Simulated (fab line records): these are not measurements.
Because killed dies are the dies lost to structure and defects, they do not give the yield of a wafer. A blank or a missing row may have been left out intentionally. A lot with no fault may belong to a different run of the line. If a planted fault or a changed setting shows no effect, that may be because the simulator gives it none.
The tool behind it: which one?    flow ritCmos    Sampling: 13 lots, 39 wafers, 6 of 202 route steps

WHAT EACH GAUGE READ, for each wafer
RIT_GATE_THK_MEAS_07.
lot   measured     on            GATE_OXIDE_THK (nm)
L965  day 2 09:31  filmMetro-03  3.00 3.00 2.98
L966  day 2 14:25  filmMetro-01  3.07 3.13 3.12
L967  day 2 20:38  filmMetro-03  2.97 3.02 2.99
L968  day 3 01:31  filmMetro-01  3.05 3.04 3.03
L969  day 3 05:34  filmMetro-03  2.98 2.94 2.94
L970  day 3 10:19  filmMetro-01  3.14 3.14 3.09
L973  day 4 01:59  filmMetro-01  3.00 3.04 3.09
L974  day 4 06:59  filmMetro-01  3.11 3.05 3.09
L975  day 4 11:51  filmMetro-02  3.10 3.09 3.10
L977  day 5 01:39  filmMetro-02  3.05 2.98 3.01
L981  day 5 18:16  filmMetro-01  3.15 3.06 3.01
L986  day 6 18:50  filmMetro-02  3.10 3.13 3.10
L988  day 7 05:41  filmMetro-03  3.01 2.97 2.87

RIT_PSD_TW_MEAS_10.
lot   measured     on            PSD_TW
L965  day 3 01:09  filmMetro-02  3372 3360 3385
L966  day 3 05:07  filmMetro-04  3362 3373 3365
L967  day 3 12:01  filmMetro-03  3437 3418 3432
L968  day 3 18:16  filmMetro-02  3405 3393 3398
L969  day 3 21:32  filmMetro-04  3372 3376 3357
L970  day 4 01:17  filmMetro-02  3381 3396 3385
L973  day 4 18:36  filmMetro-04  3376 3388 3385
L974  day 4 21:55  filmMetro-04  3387 3387 3396
L975  day 5 03:30  filmMetro-02  3404 3409 3384
L977  day 5 17:57  filmMetro-04  3406 3389 3386
L981  day 6 09:32  filmMetro-04  3408 3393 3399
L986  day 7 09:56  filmMetro-04  3369 3353 3357
L988  day 7 20:59  filmMetro-02  3378 3380 3382

RIT_SILICIDE_RS_MEAS_02: a four-point-probe measurement.
lot   measured     on            SILICIDE_TI_RS (ohm/sq)
L965  day 3 02:17  filmMetro-03  48.7 48.5 48.4
L966  day 3 06:17  filmMetro-03  47.2 47.6 48.0
L967  day 3 13:09  filmMetro-01  48.4 48.5 48.0
L968  day 3 19:25  filmMetro-02  47.6 46.6 46.6
L969  day 3 22:41  filmMetro-01  48.3 48.7 48.4
L970  day 4 02:25  filmMetro-03  48.5 48.5 47.7
L973  day 4 19:46  filmMetro-01  49.0 48.8 48.8
L974  day 4 23:03  filmMetro-01  47.6 47.1 46.0
L975  day 5 04:38  filmMetro-02  47.4 47.8 47.2
L977  day 5 19:05  filmMetro-03  47.7 59.4 48.1
L981  day 6 10:43  filmMetro-01  47.2 48.7 47.5
L986  day 7 11:05  filmMetro-01  47.2 48.8 47.3
L988  day 7 22:07  filmMetro-01  48.2 46.9 47.0

RIT_SILICIDE_THK_MEAS_03: measures by xrf.
lot   measured     on            SILICIDE_TI_THK (nm)
L965  day 3 02:24  filmMetro-03  29.6 29.8 29.8
L966  day 3 06:22  filmMetro-03  30.4 30.1 29.9
L967  day 3 13:16  filmMetro-01  29.4 29.4 29.6
L968  day 3 19:31  filmMetro-02  30.0 30.4 30.6
L969  day 3 22:48  filmMetro-01  29.5 29.3 29.5
L970  day 4 02:32  filmMetro-03  29.7 29.5 30.0
L973  day 4 19:51  filmMetro-01  29.0 29.2 29.2
L974  day 4 23:10  filmMetro-01  29.8 30.0 30.8
L975  day 5 04:45  filmMetro-02  30.0 30.0 30.3
L977  day 5 19:12  filmMetro-03  30.1 25.3 30.0
L981  day 6 10:49  filmMetro-01  29.9 29.2 29.8
L986  day 7 11:11  filmMetro-01  30.1 29.5 30.1
L988  day 7 22:14  filmMetro-01  29.8 30.4 30.1

RIT_M1_OVL_MEAS_10.
lot   measured     on          M1_OVL (nm)
L965  day 3 06:22  overlay-02  -1.9 0.6 -0.4
L966  day 3 10:25  overlay-02  1.1 2.4 0.6
L967  day 3 17:34  overlay-01  -1.1 -1.0 -1.3
L968  day 3 23:53  overlay-01  0.4 1.5 -1.5
L969  day 4 03:13  overlay-02  -1.1 0.0 -0.9
L970  day 4 06:36  overlay-01  0.4 -0.8 -1.3
L973  day 4 23:46  overlay-01  -0.3 -0.9 0.3
L974  day 5 03:34  overlay-02  -3.8 -0.6 -2.1
L975  day 5 08:41  overlay-02  -2.0 -0.2 -2.6
L977  day 5 23:36  overlay-01  -1.8 -1.0 -1.5
L981  day 6 15:00  overlay-01  0.2 0.7 -1.7
L986  day 7 15:06  overlay-01  -0.5 -0.2 -0.3
L988  day 8 02:19  overlay-01  0.4 -1.8 -1.0

WHICH TOOL RAN EACH LOT (tool, then ch and the chambers of the sampled wafers, then the start)
lot   RIT_SILICIDE_SPUTTER_01
L965  pvdSputter-02, day 3 02:07
L966  pvdSputter-01, day 3 06:04
L967  pvdSputter-02, day 3 13:00
L968  pvdSputter-01, day 3 19:14
L969  pvdSputter-02, day 3 22:32
L970  pvdSputter-01, day 4 02:15
L973  pvdSputter-02, day 4 19:33
L974  pvdSputter-01, day 4 22:54
L975  pvdSputter-02, day 5 04:29
L977  pvdSputter-02, day 5 18:55
L981  pvdSputter-03, day 6 10:32
L986  pvdSputter-01, day 7 10:53
L988  pvdSputter-01, day 7 21:58
- RIT_SILICIDE_SPUTTER_01: material Ti, target thk 30 nm, time 240 s.

AS READ BY THE TOOLS THEMSELVES (means over the sampled wafers that have a number; for cases with no such wafer, the mark the record gives instead)
RIT_SILICIDE_SPUTTER_01.
lot   tool           throttleValvePct (%)
L965  pvdSputter-02  30.8
L966  pvdSputter-01  30.4
L967  pvdSputter-02  30.2
L968  pvdSputter-01  28.6
L969  pvdSputter-02  31.2
L970  pvdSputter-01  29.6
L973  pvdSputter-02  30.7
L974  pvdSputter-01  29.5
L975  pvdSputter-02  31.5
L977  pvdSputter-02  30.9
L981  pvdSputter-03  29.2
L986  pvdSputter-01  29.3
L988  pvdSputter-01  29.3

THE ANSWER, worked out from the rows above alone
Rule: the usual values come from the lots themselves. Put in order of their means at a reading, lots are off if they are a third of the lots or fewer, leave a main group of 4 or more, and stand apart from it by a gap of 3 or more times the standard deviation of the main group's means; of several such gaps the widest counts. If all means in a main group match to the digits the tables above print for the reading, that group is not used. A lot without any number at a reading at which 4 lots or more have one is off too. All remaining lots with rows at the step are treated as sound. After the gauges, taken in route order, come the tools' own readings; for these a lot's mean is taken, as printed above. At the first step where some lot is off, the reading lying furthest off is the one used; lots without a number count as furthest.
Off: L977, at RIT_SILICIDE_RS_MEAS_02 (SILICIDE_TI_RS). Mean 47.9 ohm/sq and standard deviation 0.61 in the main group.
If a tool, at a process step before that reading, ran all the lots that are off and no sound lot after the first of them, it fits. The gauges at RIT_SILICIDE_RS_MEAS_02 are tried like those tools. Can't be told from this: 2 tools fit, pvdSputter-02 at RIT_SILICIDE_SPUTTER_01, filmMetro-03 at RIT_SILICIDE_RS_MEAS_02.

WHAT THE SIMULATOR HAD PUT IN
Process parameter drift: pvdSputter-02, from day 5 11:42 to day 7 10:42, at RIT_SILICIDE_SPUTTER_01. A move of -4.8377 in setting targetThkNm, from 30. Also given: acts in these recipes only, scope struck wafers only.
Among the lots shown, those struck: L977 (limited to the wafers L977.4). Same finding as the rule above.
